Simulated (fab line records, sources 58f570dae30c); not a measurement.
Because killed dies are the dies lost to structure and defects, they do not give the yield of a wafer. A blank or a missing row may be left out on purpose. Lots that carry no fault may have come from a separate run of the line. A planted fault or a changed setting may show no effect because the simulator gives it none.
Code-filled problem report in 8D (eight disciplines) form / flow berkeley-cmos170 / the parts of the form that need people (team, actions taken, sign-off) are left out

== 1. THE ISSUE ==
UCB170_M3_ETCH_17, oes-product-au: mean 1.285 a.u. over 1 wafer from 1 lot; wafers with no fault: 1.007 a.u., standard deviation 0.02. Relative to the usual mean, that is a shift of +14 standard deviations.
The step: etches BARC in N2/H2.
First observed at day 10 12:44: wafer L434.2, on rie-diel-02. The record holds 15 wafers of 5 lots with a number at this step. By rule, "out" or "out of limits" means more than 4 standard deviations away from the usual mean. Any other wafer with a number is counted as sound.

== 2. WHAT IT IS; WHAT IT IS NOT ==
question=which readings at this step | is=oes-product-au | is not=bias-w, drypump-motor-current-A, throttle-valve-pct
question=which lots | is=L434 | is not=L421, L427, L439, L443
question=which wafers of those lots | is=L434.2 | is not=L434.4, L434.5
question=read on which tools | is=rie-diel-02 | is not=rie-diel-01
question=when | is=from day 10 12:44 | is not=up to then (8 sound wafers); but 6 sound wafers of L439, L443 came after

== 3. THE SUSPECTS, EACH WITH WHAT RULES IT OUT ==
Counting: a tool at a process step up to the reading stays a suspect if it ran every lot that is out. Sound lots after the first of them don't rule it out here, since some wafers of a struck lot are sound.
- plasma-asher-01 at UCB170_M3_STRIP_07 (strips in O2): kept. L434, the lot that is out, went through it at day 10 10:51; up to then, the latest sound lot through it was L427 at day 8 20:46.
- rie-diel-02 at UCB170_M3_ETCH_17 (etches BARC in N2/H2): kept. L434, the lot that is out, went through it at day 10 12:44; up to then, the latest sound lot through it was L421 at day 7 23:49. Its own oes-product-au readings are out on those wafers.
- Within plasma-asher-01 at UCB170_M3_STRIP_07: the wafers that are out ran in chamber 0; their sound lot-mates ran in chamber 1.
- rie-diel-02, UCB170_M3_ETCH_17: wafers that are out in chamber 2, sound lot-mates in chambers 0, 3.
Left after counting: plasma-asher-01 at UCB170_M3_STRIP_07, rie-diel-02 at UCB170_M3_ETCH_17.

== 4. THE CAUSE (what the simulator had put in) ==
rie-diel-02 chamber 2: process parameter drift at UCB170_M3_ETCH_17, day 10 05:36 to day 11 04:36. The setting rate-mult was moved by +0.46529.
This tool is one of the 2 suspects left after counting.

== 5. THE EFFECT CHAIN, in route order ==
Each row: a reading whose mean over the struck wafers that have a number lies more than 3 standard deviations from the usual. Readings are gone through only where the record gives a usual standard deviation; hours: the median, over the lots, of the time from a lot's start at the first step in this table giving one to that lot's start at this step; sigmas: the change measured in usual standard deviations.
hours=0; step=UCB170_M3_ETCH_17; reading=oes-product-au; usual=1.007 a.u.; on struck wafers=1.285; change=+0.278; sigmas=+14
It contains these process steps:
- UCB170_M3_ETCH_17: etches BARC in N2/H2.

== 6. WHAT WOULD HAVE CAUGHT IT SOONER ==
In this record no reading fell out of limits until day 10 12:44, 7 hours after the fault had begun at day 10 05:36.
